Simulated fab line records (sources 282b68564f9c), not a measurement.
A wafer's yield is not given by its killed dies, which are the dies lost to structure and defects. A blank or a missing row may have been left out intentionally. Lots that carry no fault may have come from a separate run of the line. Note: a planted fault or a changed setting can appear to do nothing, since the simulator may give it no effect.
The tool behind it: which one? / flow rit_cmos / 39 wafers from 13 lots sampled at 6 of the route's 202 steps

WHAT THE GAUGES READ, wafer by wafer
RIT_NLDD_TW_MEAS_10. Usual: NLDD_TW gives 2478 (standard deviation 23).
lot=L828; measured=day 2 18:43; on=film_metro-01; NLDD_TW=2510 2493 2497; flag=
lot=L829; measured=day 3 01:19; on=film_metro-03; NLDD_TW=2470 2447 2453; flag=
lot=L830; measured=day 3 05:36; on=film_metro-01; NLDD_TW=2487 2486 2479; flag=
lot=L831; measured=day 3 13:02; on=film_metro-03; NLDD_TW=2465 2452 2462; flag=
lot=L832; measured=day 3 15:21; on=film_metro-01; NLDD_TW=2493 2500 2492; flag=
lot=L833; measured=day 3 18:23; on=film_metro-04; NLDD_TW=2489 2479 2468; flag=
lot=L834; measured=day 4 03:07; on=film_metro-01; NLDD_TW=2486 2485 2495; flag=
lot=L843; measured=day 5 22:57; on=film_metro-01; NLDD_TW=2685 2674 2668; flag=OFF
lot=L846; measured=day 6 14:33; on=film_metro-03; NLDD_TW=2633 2628 2622; flag=OFF
lot=L847; measured=day 6 21:53; on=film_metro-01; NLDD_TW=2515 2520 2523; flag=
lot=L848; measured=day 6 23:41; on=film_metro-04; NLDD_TW=2489 2483 2467; flag=
lot=L849; measured=day 7 03:24; on=film_metro-03; NLDD_TW=2447 2458 2461; flag=
lot=L850; measured=day 7 08:31; on=film_metro-03; NLDD_TW=2456 2455 2462; flag=

RIT_SDANNEAL_RS_MEAS_07: the measuring method here is four-point-probe. Usual: NLDD_RS gives 151.7 ohm/sq (standard deviation 0.59).
lot=L828; measured=day 3 02:34; on=film_metro-04; NLDD_RS (ohm/sq)=151.3 151.9 151.9; flag=
lot=L829; measured=day 3 09:05; on=film_metro-03; NLDD_RS (ohm/sq)=152.0 152.1 152.0; flag=
lot=L830; measured=day 3 13:45; on=film_metro-04; NLDD_RS (ohm/sq)=151.5 151.7 151.7; flag=
lot=L831; measured=day 3 21:14; on=film_metro-01; NLDD_RS (ohm/sq)=150.9 151.3 151.4; flag=
lot=L832; measured=day 3 23:13; on=film_metro-01; NLDD_RS (ohm/sq)=150.6 150.6 150.8; flag=
lot=L833; measured=day 4 02:26; on=film_metro-03; NLDD_RS (ohm/sq)=151.0 151.3 150.7; flag=
lot=L834; measured=day 4 11:30; on=film_metro-01; NLDD_RS (ohm/sq)=150.8 151.6 151.1; flag=
lot=L843; measured=day 6 07:09; on=film_metro-04; NLDD_RS (ohm/sq)=122.7 122.3 122.5; flag=OFF
lot=L846; measured=day 6 23:36; on=film_metro-03; NLDD_RS (ohm/sq)=122.9 122.7 122.9; flag=OFF
lot=L847; measured=day 7 05:59; on=film_metro-01; NLDD_RS (ohm/sq)=151.8 151.8 151.6; flag=
lot=L848; measured=day 7 08:01; on=film_metro-03; NLDD_RS (ohm/sq)=151.2 151.7 151.2; flag=
lot=L849; measured=day 7 11:25; on=film_metro-03; NLDD_RS (ohm/sq)=151.8 151.2 151.2; flag=
lot=L850; measured=day 7 16:31; on=film_metro-01; NLDD_RS (ohm/sq)=151.1 151.9 152.0; flag=

RIT_CONTACT_CD_MEAS_90 targets a cd of 1000 nm. Usual: cd_nm reads 1000.5 nm (standard deviation 2.6).
lot=L828; measured=day 3 04:57; on=cd_sem-02; cd_nm (nm)=1000.8 1001.3 1003.2; flag=
lot=L829; measured=day 3 11:36; on=cd_sem-02; cd_nm (nm)=999.3 998.0 1000.4; flag=
lot=L830; measured=day 3 16:23; on=cd_sem-01; cd_nm (nm)=1002.2 1001.6 999.6; flag=
lot=L831; measured=day 3 23:46; on=cd_sem-01; cd_nm (nm)=998.9 997.8 1000.3; flag=
lot=L832; measured=day 4 01:41; on=cd_sem-01; cd_nm (nm)=1001.4 1000.0 1003.3; flag=
lot=L833; measured=day 4 05:11; on=cd_sem-01; cd_nm (nm)=998.8 998.6 998.6; flag=
lot=L834; measured=day 4 14:01; on=cd_sem-01; cd_nm (nm)=1002.0 1000.2 1000.8; flag=
lot=L843; measured=day 6 09:41; on=cd_sem-02; cd_nm (nm)=1006.3 1004.3 1005.7; flag=
lot=L846; measured=day 7 02:08; on=cd_sem-01; cd_nm (nm)=1003.9 1006.1 1003.2; flag=
lot=L847; measured=day 7 08:28; on=cd_sem-02; cd_nm (nm)=998.6 995.1 996.3; flag=
lot=L848; measured=day 7 10:25; on=cd_sem-02; cd_nm (nm)=1002.6 1002.5 1002.2; flag=
lot=L849; measured=day 7 13:58; on=cd_sem-02; cd_nm (nm)=999.7 997.5 1000.2; flag=
lot=L850; measured=day 7 18:55; on=cd_sem-02; cd_nm (nm)=1000.3 1002.3 999.8; flag=

RIT_M1_CD_MEAS_90 targets a cd of 2600 nm. Usual: cd_nm reads 2600 nm (standard deviation 3.4).
lot=L828; measured=day 3 07:49; on=cd_sem-02; cd_nm (nm)=2604 2601 2600; flag=
lot=L829; measured=day 3 14:30; on=cd_sem-01; cd_nm (nm)=2593 2594 2601; flag=
lot=L830; measured=day 3 19:18; on=cd_sem-02; cd_nm (nm)=2600 2598 2600; flag=
lot=L831; measured=day 4 02:31; on=cd_sem-01; cd_nm (nm)=2600 2604 2597; flag=
lot=L832; measured=day 4 05:02; on=cd_sem-01; cd_nm (nm)=2602 2599 2598; flag=
lot=L833; measured=day 4 08:15; on=cd_sem-01; cd_nm (nm)=2601 2598 2599; flag=
lot=L834; measured=day 4 16:49; on=cd_sem-02; cd_nm (nm)=2603 2602 2601; flag=
lot=L843; measured=day 6 12:27; on=cd_sem-01; cd_nm (nm)=2597 2600 2596; flag=
lot=L846; measured=day 7 04:59; on=cd_sem-01; cd_nm (nm)=2602 2594 2598; flag=
lot=L847; measured=day 7 11:29; on=cd_sem-02; cd_nm (nm)=2598 2600 2597; flag=
lot=L848; measured=day 7 13:17; on=cd_sem-01; cd_nm (nm)=2607 2604 2600; flag=
lot=L849; measured=day 7 16:50; on=cd_sem-02; cd_nm (nm)=2595 2589 2597; flag=
lot=L850; measured=day 7 21:40; on=cd_sem-02; cd_nm (nm)=2599 2601 2602; flag=

WHAT TOOL EACH LOT RAN ON (gives the tool, then ch and the chambers of the sampled wafers, and finally the start)
lot=L828; RIT_PRETRO_STRIP_09=plasma_asher-03 ch 0,1, day 2 08:37; RIT_NLDD_IMPLANT_08=implanter-01 ch 0, day 2 18:23
lot=L829; RIT_PRETRO_STRIP_09=plasma_asher-02 ch 0,1, day 2 14:57; RIT_NLDD_IMPLANT_08=implanter-04 ch 0, day 3 01:00
lot=L830; RIT_PRETRO_STRIP_09=plasma_asher-04 ch 0,1, day 2 19:06; RIT_NLDD_IMPLANT_08=implanter-02 ch 0, day 3 05:16
lot=L831; RIT_PRETRO_STRIP_09=plasma_asher-02 ch 0,1, day 2 22:54; RIT_NLDD_IMPLANT_08=implanter-04 ch 0, day 3 12:43
lot=L832; RIT_PRETRO_STRIP_09=plasma_asher-02 ch 0,1, day 3 02:55; RIT_NLDD_IMPLANT_08=implanter-02 ch 0, day 3 15:01
lot=L833; RIT_PRETRO_STRIP_09=plasma_asher-03 ch 0,1, day 3 08:28; RIT_NLDD_IMPLANT_08=implanter-04 ch 0, day 3 18:05
lot=L834; RIT_PRETRO_STRIP_09=plasma_asher-02 ch 0,1, day 3 16:19; RIT_NLDD_IMPLANT_08=implanter-04 ch 0, day 4 02:49
lot=L843; RIT_PRETRO_STRIP_09=plasma_asher-04 ch 0, day 5 13:14; RIT_NLDD_IMPLANT_08=implanter-01 ch 0, day 5 22:38
lot=L846; RIT_PRETRO_STRIP_09=plasma_asher-04 ch 0,1, day 6 02:20; RIT_NLDD_IMPLANT_08=implanter-01 ch 0, day 6 14:16
lot=L847; RIT_PRETRO_STRIP_09=plasma_asher-02 ch 0,1, day 6 07:16; RIT_NLDD_IMPLANT_08=implanter-04 ch 0, day 6 21:34
lot=L848; RIT_PRETRO_STRIP_09=plasma_asher-04 ch 0,1, day 6 13:46; RIT_NLDD_IMPLANT_08=implanter-04 ch 0, day 6 23:16
lot=L849; RIT_PRETRO_STRIP_09=plasma_asher-03 ch 0,1, day 6 17:29; RIT_NLDD_IMPLANT_08=implanter-02 ch 0, day 7 03:05
lot=L850; RIT_PRETRO_STRIP_09=plasma_asher-02 ch 1, day 6 22:05; RIT_NLDD_IMPLANT_08=implanter-04 ch 0, day 7 08:11
- RIT_PRETRO_STRIP_09: strips in O2, time 180 s.
- RIT_NLDD_IMPLANT_08

AS READ BY THE TOOLS THEMSELVES (means over the sampled wafers that have a number; for cases with no such wafer, the mark the record gives instead)
RIT_PRETRO_STRIP_09. Usual: drypump_motor_current_A 5.8 A, standard deviation 0.36; rf_refl_power_W 6.5 W, standard deviation 0.96.
lot=L828; tool=plasma_asher-03; drypump_motor_current_A (A)=5.6; rf_refl_power_W (W)=6.4; flag=
lot=L829; tool=plasma_asher-02; drypump_motor_current_A (A)=6.3; rf_refl_power_W (W)=6.9; flag=
lot=L830; tool=plasma_asher-04; drypump_motor_current_A (A)=5.6; rf_refl_power_W (W)=5.7; flag=
lot=L831; tool=plasma_asher-02; drypump_motor_current_A (A)=6.0; rf_refl_power_W (W)=7.2; flag=
lot=L832; tool=plasma_asher-02; drypump_motor_current_A (A)=6.3; rf_refl_power_W (W)=7.0; flag=
lot=L833; tool=plasma_asher-03; drypump_motor_current_A (A)=5.7; rf_refl_power_W (W)=6.1; flag=
lot=L834; tool=plasma_asher-02; drypump_motor_current_A (A)=6.1; rf_refl_power_W (W)=7.3; flag=
lot=L843; tool=plasma_asher-04; drypump_motor_current_A (A)=5.6; rf_refl_power_W (W)=4.9; flag=
lot=L846; tool=plasma_asher-04; drypump_motor_current_A (A)=5.5; rf_refl_power_W (W)=6.4; flag=
lot=L847; tool=plasma_asher-02; drypump_motor_current_A (A)=6.3; rf_refl_power_W (W)=6.8; flag=
lot=L848; tool=plasma_asher-04; drypump_motor_current_A (A)=5.5; rf_refl_power_W (W)=5.7; flag=
lot=L849; tool=plasma_asher-03; drypump_motor_current_A (A)=5.7; rf_refl_power_W (W)=6.2; flag=
lot=L850; tool=plasma_asher-02; drypump_motor_current_A (A)=5.8; rf_refl_power_W (W)=7.7; flag=

RIT_NLDD_IMPLANT_08. Usual: dose_ions_cm2 5e+14, standard deviation 5.1e+11; faraday_current_uA 1576, standard deviation 32.
lot=L828 tool=implanter-01 dose_ions_cm2=5e+14 faraday_current_uA=1581 flag=
lot=L829 tool=implanter-04 dose_ions_cm2=5e+14 faraday_current_uA=1568 flag=
lot=L830 tool=implanter-02 dose_ions_cm2=5e+14 faraday_current_uA=1591 flag=
lot=L831 tool=implanter-04 dose_ions_cm2=5e+14 faraday_current_uA=1587 flag=
lot=L832 tool=implanter-02 dose_ions_cm2=5e+14 faraday_current_uA=1588 flag=
lot=L833 tool=implanter-04 dose_ions_cm2=5e+14 faraday_current_uA=1591 flag=
lot=L834 tool=implanter-04 dose_ions_cm2=5e+14 faraday_current_uA=1600 flag=
lot=L843 tool=implanter-01 dose_ions_cm2=7e+14 faraday_current_uA=2048 flag=OFF
lot=L846 tool=implanter-01 dose_ions_cm2=7e+14 faraday_current_uA=2006 flag=OFF
lot=L847 tool=implanter-04 dose_ions_cm2=5e+14 faraday_current_uA=1563 flag=
lot=L848 tool=implanter-04 dose_ions_cm2=5e+14 faraday_current_uA=1561 flag=
lot=L849 tool=implanter-02 dose_ions_cm2=5e+14 faraday_current_uA=1564 flag=
lot=L850 tool=implanter-04 dose_ions_cm2=5e+14 faraday_current_uA=1580 flag=

THE ANSWER, worked out from the rows above alone
Rule: take the mean of a lot's wafers that have a number; if it is more than 3 standard deviations from the usual mean, the lot is off. Also off: a lot with no number at a reading for which 4 or more lots have one. Where the step has rows for the other lots, those lots are counted as sound. The gauges are gone through in route order, then the tools' own readings, and for those a lot's mean is taken as printed above. At the first step where some lot is off, the reading lying furthest off is the one used; lots without a number count as furthest.
Off: L843, L846, seen at RIT_NLDD_TW_MEAS_10 (NLDD_TW).
If a tool, at a process step before that reading, ran all the lots that are off and no sound lot after the first of them, it fits. The gauges at RIT_NLDD_TW_MEAS_10 aren't tried: what is off there is off at RIT_NLDD_IMPLANT_08 too, on other tools, and a gauge's error can't cause that. One fits: implanter-01 at RIT_NLDD_IMPLANT_08. Its last sound lot is L828 (day 2 18:23), its first lot that is off L843 (day 5 22:38): a fault that began between those two fits.
The tool's own readings at RIT_NLDD_IMPLANT_08 bear it out: on the lots that are off they differ by more than 5 times the standard deviation of the sound lots' means. dose_ions_cm2 reads 7e+14 there against 5e+14 on the sound lots; faraday_current_uA reads 2027 there against 1579 on the sound lots.

WHAT THE SIMULATOR PUT IN
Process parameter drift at RIT_NLDD_IMPLANT_08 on implanter-01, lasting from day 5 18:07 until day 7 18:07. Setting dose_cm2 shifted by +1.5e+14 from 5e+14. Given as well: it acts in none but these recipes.
Lots struck among those shown: L843, L846. The rule given above showed the same thing.
